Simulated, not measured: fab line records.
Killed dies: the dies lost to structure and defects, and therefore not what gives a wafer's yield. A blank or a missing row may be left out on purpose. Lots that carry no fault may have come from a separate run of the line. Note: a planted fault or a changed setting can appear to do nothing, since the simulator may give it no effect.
fab line records :: flow rit-cmos
record:
  lots: 6
  wafers: 18
  last-day: 7
route steps=202 shown ACTIVE@1
lots untouched by any fault: they come from a run of this same line in which no faults occurred
start-h: the number of hours between the record's first day and the start of the first shown wafer of the lot :: wait-h: how many hours have passed since the lot's step before this one :: " unchanged from the row above :: L1.1+2: a row that stands for several wafers :: - no value present, or no start provided :: * or withheld: withheld :: < > ~ a bound
route shown NAME@n: names a module that has steps shown in the file, with the first one's number in the route :: usual: average and standard deviation across the fault-free wafers :: same: alike in all rows :: chamber/n: place in a boat :: sites: readings site by site :: _std_site: the values' standard deviation :: _edge_site: outer sites' mean less inner sites' :: radius-mm: how far each site lies from the wafer's centre :: mask NAME#n: copy n :: behind: the last tool/chamber to shape the wafer :: hold: reason for holding the lot/hours on hold/outcome of the hold :: device: transistor that didn't switch, given as n, p or np :: end of line: the tests these same wafers got at the end of their route :: step lacking rows: just its recipe :: killed: at the first sort, the dies lost to defects and structure; wafer yield is something else :: map: shows each die of a wafer: x if killed, . if not, _ if none is there
set.NAME: the setting as run; set.NAME@STEP: as run at that earlier step :: model.NAME: the simulator's own value behind a step, which no gauge read
lots seen at some steps along the route; tables by step, rows by wafer
services: a tool's chamber out of use, with start hour (start-h, from the record's first day; less than 0 if before it), hours out, and reason
== steps ==
step: RIT_ACTIVE_BOW_MEAS_00
recipe:
  mode: bow
usual:
  INCOMING_BOW: -1/6.5
lot.wafer: L338.1
tool: film-metro-04
chamber: -
start-h: 45.00
wait-h: -
INCOMING_BOW[um]: -3

lot.wafer: L338.2
tool: film-metro-04
chamber: -
start-h: 45.00
wait-h: -
INCOMING_BOW[um]: 14

lot.wafer: L338.6
tool: film-metro-04
chamber: -
start-h: 45.00
wait-h: -
INCOMING_BOW[um]: 6

lot.wafer: L344.1
tool: film-metro-04
chamber: -
start-h: 75.00
wait-h: -
INCOMING_BOW[um]: -7

lot.wafer: L344.2
tool: film-metro-04
chamber: -
start-h: 75.00
wait-h: -
INCOMING_BOW[um]: -12

lot.wafer: L344.3
tool: film-metro-04
chamber: -
start-h: 75.00
wait-h: -
INCOMING_BOW[um]: 7

lot.wafer: L345.3
tool: film-metro-04
chamber: -
start-h: 80.04
wait-h: -
INCOMING_BOW[um]: -12

lot.wafer: L345.4
tool: film-metro-04
chamber: -
start-h: 80.04
wait-h: -
INCOMING_BOW[um]: -8

lot.wafer: L345.5
tool: film-metro-04
chamber: -
start-h: 80.04
wait-h: -
INCOMING_BOW[um]: -6

lot.wafer: L346.4
tool: film-metro-03
chamber: -
start-h: 85.06
wait-h: -
INCOMING_BOW[um]: -15

lot.wafer: L346.5
tool: film-metro-03
chamber: -
start-h: 85.06
wait-h: -
INCOMING_BOW[um]: -5

lot.wafer: L346.6
tool: film-metro-03
chamber: -
start-h: 85.06
wait-h: -
INCOMING_BOW[um]: 3

lot.wafer: L349.2
tool: film-metro-03
chamber: -
start-h: 100.02
wait-h: -
INCOMING_BOW[um]: -3

lot.wafer: L349.3
tool: film-metro-03
chamber: -
start-h: 100.02
wait-h: -
INCOMING_BOW[um]: 2

lot.wafer: L349.5
tool: film-metro-03
chamber: -
start-h: 100.02
wait-h: -
INCOMING_BOW[um]: -5

lot.wafer: L351.2
tool: film-metro-03
chamber: -
start-h: 110.02
wait-h: -
INCOMING_BOW[um]: 1

lot.wafer: L351.5
tool: film-metro-03
chamber: -
start-h: 110.02
wait-h: -
INCOMING_BOW[um]: -5

lot.wafer: L351.6
tool: film-metro-03
chamber: -
start-h: 110.02
wait-h: -
INCOMING_BOW[um]: -4
step: RIT_ACTIVE_OXIDATION_01
recipe:
  temp-c: 1000
  ambient: O2
  target-thk-a: 468
  ox-time-s: 3360
step: RIT_ACTIVE_THK_MEAS_02
recipe:
  reads: SiO2_of_ACTIVE_OXIDATION_01
usual:
  ACTIVE_OXIDE_THK: 47.1/1
lot.wafer: L338.1
tool: film-metro-04
chamber: -
start-h: 47.21
wait-h: 0.0
ACTIVE_OXIDE_THK[nm]: 48.8

lot.wafer: L338.2
tool: film-metro-04
chamber: -
start-h: 47.21
wait-h: 0.0
ACTIVE_OXIDE_THK[nm]: 48.1

lot.wafer: L338.6
tool: film-metro-04
chamber: -
start-h: 47.21
wait-h: 0.0
ACTIVE_OXIDE_THK[nm]: 48.1

lot.wafer: L344.1
tool: film-metro-03
chamber: -
start-h: 77.17
wait-h: 0.0
ACTIVE_OXIDE_THK[nm]: 47.1

lot.wafer: L344.2
tool: film-metro-03
chamber: -
start-h: 77.17
wait-h: 0.0
ACTIVE_OXIDE_THK[nm]: 47.3

lot.wafer: L344.3
tool: film-metro-03
chamber: -
start-h: 77.17
wait-h: 0.0
ACTIVE_OXIDE_THK[nm]: 46.6

lot.wafer: L345.3
tool: film-metro-03
chamber: -
start-h: 82.07
wait-h: 0.0
ACTIVE_OXIDE_THK[nm]: 46.6

lot.wafer: L345.4
tool: film-metro-03
chamber: -
start-h: 82.07
wait-h: 0.0
ACTIVE_OXIDE_THK[nm]: 46.0

lot.wafer: L345.5
tool: film-metro-03
chamber: -
start-h: 82.07
wait-h: 0.0
ACTIVE_OXIDE_THK[nm]: 46.6

lot.wafer: L346.4
tool: film-metro-04
chamber: -
start-h: 87.08
wait-h: 0.0
ACTIVE_OXIDE_THK[nm]: 47.1

lot.wafer: L346.5
tool: film-metro-04
chamber: -
start-h: 87.08
wait-h: 0.0
ACTIVE_OXIDE_THK[nm]: 47.3

lot.wafer: L346.6
tool: film-metro-04
chamber: -
start-h: 87.08
wait-h: 0.0
ACTIVE_OXIDE_THK[nm]: 47.6

lot.wafer: L349.2
tool: film-metro-01
chamber: -
start-h: 102.49
wait-h: 0.0
ACTIVE_OXIDE_THK[nm]: 47.9

lot.wafer: L349.3
tool: film-metro-01
chamber: -
start-h: 102.49
wait-h: 0.0
ACTIVE_OXIDE_THK[nm]: 47.5

lot.wafer: L349.5
tool: film-metro-01
chamber: -
start-h: 102.49
wait-h: 0.0
ACTIVE_OXIDE_THK[nm]: 47.8

lot.wafer: L351.2
tool: film-metro-01
chamber: -
start-h: 114.65
wait-h: 0.0
ACTIVE_OXIDE_THK[nm]: 47.1

lot.wafer: L351.5
tool: film-metro-01
chamber: -
start-h: 114.65
wait-h: 0.0
ACTIVE_OXIDE_THK[nm]: 47.8

lot.wafer: L351.6
tool: film-metro-01
chamber: -
start-h: 114.65
wait-h: 0.0
ACTIVE_OXIDE_THK[nm]: 47.4
step: RIT_ACTIVE_CVD_03
recipe:
  material: Si3N4
  target-thk-nm: 150
  temp-c: 810
  precursor: SiH2Cl2/NH3
  time-s: 1500
  pressure-mtorr: 300
  sih2cl2-flow-sccm: 60
  nh3-flow-sccm: 150
step: RIT_ACTIVE_THK_MEAS_04
recipe:
  reads: Si3N4_of_ACTIVE_CVD_03
usual:
  ACTIVE_NITRIDE_THK: 149.9/1.5
lot.wafer: L338.1
tool: film-metro-01
chamber: -
start-h: 48.68
wait-h: 0.0
ACTIVE_NITRIDE_THK[nm]: 149.6

lot.wafer: L338.2
tool: film-metro-01
chamber: -
start-h: 48.68
wait-h: 0.0
ACTIVE_NITRIDE_THK[nm]: 149.3

lot.wafer: L338.6
tool: film-metro-01
chamber: -
start-h: 48.68
wait-h: 0.0
ACTIVE_NITRIDE_THK[nm]: 146.5

lot.wafer: L344.1
tool: film-metro-03
chamber: -
start-h: 80.24
wait-h: 0.0
ACTIVE_NITRIDE_THK[nm]: 149.6

lot.wafer: L344.2
tool: film-metro-03
chamber: -
start-h: 80.24
wait-h: 0.0
ACTIVE_NITRIDE_THK[nm]: 149.6

lot.wafer: L344.3
tool: film-metro-03
chamber: -
start-h: 80.24
wait-h: 0.0
ACTIVE_NITRIDE_THK[nm]: 150.2

lot.wafer: L345.3
tool: film-metro-01
chamber: -
start-h: 85.21
wait-h: 0.0
ACTIVE_NITRIDE_THK[nm]: 151.6

lot.wafer: L345.4
tool: film-metro-01
chamber: -
start-h: 85.21
wait-h: 0.0
ACTIVE_NITRIDE_THK[nm]: 150.1

lot.wafer: L345.5
tool: film-metro-01
chamber: -
start-h: 85.21
wait-h: 0.0
ACTIVE_NITRIDE_THK[nm]: 149.9

lot.wafer: L346.4
tool: film-metro-03
chamber: -
start-h: 88.65
wait-h: 0.0
ACTIVE_NITRIDE_THK[nm]: 147.8

lot.wafer: L346.5
tool: film-metro-03
chamber: -
start-h: 88.65
wait-h: 0.0
ACTIVE_NITRIDE_THK[nm]: 147.5

lot.wafer: L346.6
tool: film-metro-03
chamber: -
start-h: 88.65
wait-h: 0.0
ACTIVE_NITRIDE_THK[nm]: 146.5

lot.wafer: L349.2
tool: film-metro-03
chamber: -
start-h: 103.97
wait-h: 0.0
ACTIVE_NITRIDE_THK[nm]: 151.6

lot.wafer: L349.3
tool: film-metro-03
chamber: -
start-h: 103.97
wait-h: 0.0
ACTIVE_NITRIDE_THK[nm]: 150.6

lot.wafer: L349.5
tool: film-metro-03
chamber: -
start-h: 103.97
wait-h: 0.0
ACTIVE_NITRIDE_THK[nm]: 153.7

lot.wafer: L351.2
tool: film-metro-03
chamber: -
start-h: 116.27
wait-h: 0.0
ACTIVE_NITRIDE_THK[nm]: 148.0

lot.wafer: L351.5
tool: film-metro-03
chamber: -
start-h: 116.27
wait-h: 0.0
ACTIVE_NITRIDE_THK[nm]: 149.0

lot.wafer: L351.6
tool: film-metro-03
chamber: -
start-h: 116.27
wait-h: 0.0
ACTIVE_NITRIDE_THK[nm]: 148.3
step: RIT_ACTIVE_HMDS_05
recipe:
  prime-time-s: 60
  prime-temp-c: 140
step: RIT_ACTIVE_COAT_06
recipe:
  resist: NOVOLAK
  spin-rpm: 3250
  resist-thk-nm: 1000
step: RIT_ACTIVE_SOFTBAKE_07
recipe:
  resist: NOVOLAK
  temp-c: 90
  time-s: 60
step: RIT_ACTIVE_EXPOSE_08
recipe:
  mask-id: M1
  na: 0.6
  source-shape: conventional
  sigma-outer: 0.6
  target-cd-nm: 1400
  dose-mj: 225
usual:
  exposure-dose-mJ-cm2: 224.92/0.21
  focus-offset-nm: 0.0/0.51
lot.wafer: L338.1
tool: iline-stepper-01
chamber: 0
start-h: 49.32
wait-h: 0.2
mask: M1#0
exposure-dose-mJ-cm2: 225.11
focus-offset-nm: 0.5

lot.wafer: L338.2
tool: iline-stepper-01
chamber: 0
start-h: 49.32
wait-h: 0.2
mask: M1#0
exposure-dose-mJ-cm2: 225.12
focus-offset-nm: 0.2

lot.wafer: L338.6
tool: iline-stepper-01
chamber: 0
start-h: 49.32
wait-h: 0.2
mask: M1#0
exposure-dose-mJ-cm2: 225.03
focus-offset-nm: -0.2

lot.wafer: L344.1
tool: iline-stepper-01
chamber: 0
start-h: 80.75
wait-h: 0.1
mask: M1#0
exposure-dose-mJ-cm2: 225.00
focus-offset-nm: 0.6

lot.wafer: L344.2
tool: iline-stepper-01
chamber: 0
start-h: 80.75
wait-h: 0.1
mask: M1#0
exposure-dose-mJ-cm2: 225.12
focus-offset-nm: 0.5

lot.wafer: L344.3
tool: iline-stepper-01
chamber: 0
start-h: 80.75
wait-h: 0.1
mask: M1#0
exposure-dose-mJ-cm2: 225.15
focus-offset-nm: 0.4

lot.wafer: L345.3
tool: iline-stepper-02
chamber: -
start-h: 85.87
wait-h: 0.2
mask: M1#0
exposure-dose-mJ-cm2: -
focus-offset-nm: -

lot.wafer: L345.4
tool: iline-stepper-02
chamber: -
start-h: 85.87
wait-h: 0.2
mask: M1#0
exposure-dose-mJ-cm2: -
focus-offset-nm: -

lot.wafer: L345.5
tool: iline-stepper-02
chamber: -
start-h: 85.87
wait-h: 0.2
mask: M1#0
exposure-dose-mJ-cm2: -
focus-offset-nm: -

lot.wafer: L346.4
tool: iline-stepper-01
chamber: -
start-h: 89.31
wait-h: 0.2
mask: M1#0
exposure-dose-mJ-cm2: -
focus-offset-nm: -

lot.wafer: L346.5
tool: iline-stepper-01
chamber: -
start-h: 89.31
wait-h: 0.2
mask: M1#0
exposure-dose-mJ-cm2: -
focus-offset-nm: -

lot.wafer: L346.6
tool: iline-stepper-01
chamber: -
start-h: 89.31
wait-h: 0.2
mask: M1#0
exposure-dose-mJ-cm2: -
focus-offset-nm: -

lot.wafer: L349.2
tool: iline-stepper-02
chamber: 0
start-h: 104.61
wait-h: 0.2
mask: M1#0
exposure-dose-mJ-cm2: 224.75
focus-offset-nm: -0.3

lot.wafer: L349.3
tool: iline-stepper-02
chamber: 0
start-h: 104.61
wait-h: 0.2
mask: M1#0
exposure-dose-mJ-cm2: 225.00
focus-offset-nm: -0.5

lot.wafer: L349.5
tool: iline-stepper-02
chamber: 0
start-h: 104.61
wait-h: 0.2
mask: M1#0
exposure-dose-mJ-cm2: 224.62
focus-offset-nm: -1.1

lot.wafer: L351.2
tool: iline-stepper-02
chamber: 0
start-h: 116.92
wait-h: 0.2
mask: M1#0
exposure-dose-mJ-cm2: 224.88
focus-offset-nm: 0.8

lot.wafer: L351.5
tool: iline-stepper-02
chamber: 0
start-h: 116.92
wait-h: 0.2
mask: M1#0
exposure-dose-mJ-cm2: 224.97
focus-offset-nm: -0.8

lot.wafer: L351.6
tool: iline-stepper-02
chamber: 0
start-h: 116.92
wait-h: 0.2
mask: M1#0
exposure-dose-mJ-cm2: 225.10
focus-offset-nm: 0.9
step: RIT_ACTIVE_PEB_09
recipe:
  resist: NOVOLAK
  temp-c: withheld
  time-s: withheld
== services ==
tool: iline-stepper-02
chamber: -
start-h: 35.36
hours: 7.5
kind: repair

tool: iline-stepper-01
chamber: 0
start-h: 51.18
hours: -
kind: calibration

tool: iline-stepper-01
chamber: -
start-h: 76.63
hours: 1.7
kind: pm

tool: iline-stepper-02
chamber: -
start-h: 110.73
hours: 1.7
kind: repair
== key ==
first-sign:
  step: RIT_ACTIVE_EXPOSE_08
  reading: tool-record
  direction: missing
effect none on later readings
met-at RIT_ACTIVE_EXPOSE_08
struck-wafers L345.3,L345.4,L345.5,L346.4,L346.5,L346.6
later-rows-left-out L345.3,L345.4,L345.5,L346.4,L346.5,L346.6
sort-left-out L345.3,L345.4,L345.5,L346.4,L346.5,L346.6
tester-left-out L345,L346
onset-between 80.75 85.87
fault:
  kind: skipped-step-whole
  tool: iline-stepper-01,iline-stepper-02
  chamber: -
  onset-h: 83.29
  steps: RIT_ACTIVE_EXPOSE_08
  scope: struck-lots-only
tester-left-out: of these lots the tester's yield and bins aren't shown, on N5 and GAA mostly nor the transistor test; their killed dies are dies lost to structure and defects alone, not to doping, threshold or leakage, so they don't give the yield
sort-left-out: the simulated sort isn't trusted on such a fault, so these wafers' sort isn't shown, and their yield isn't known
later-rows-left-out: the simulator's readings of these wafers behind a module that went badly wrong aren't trusted and aren't shown, but for the sort
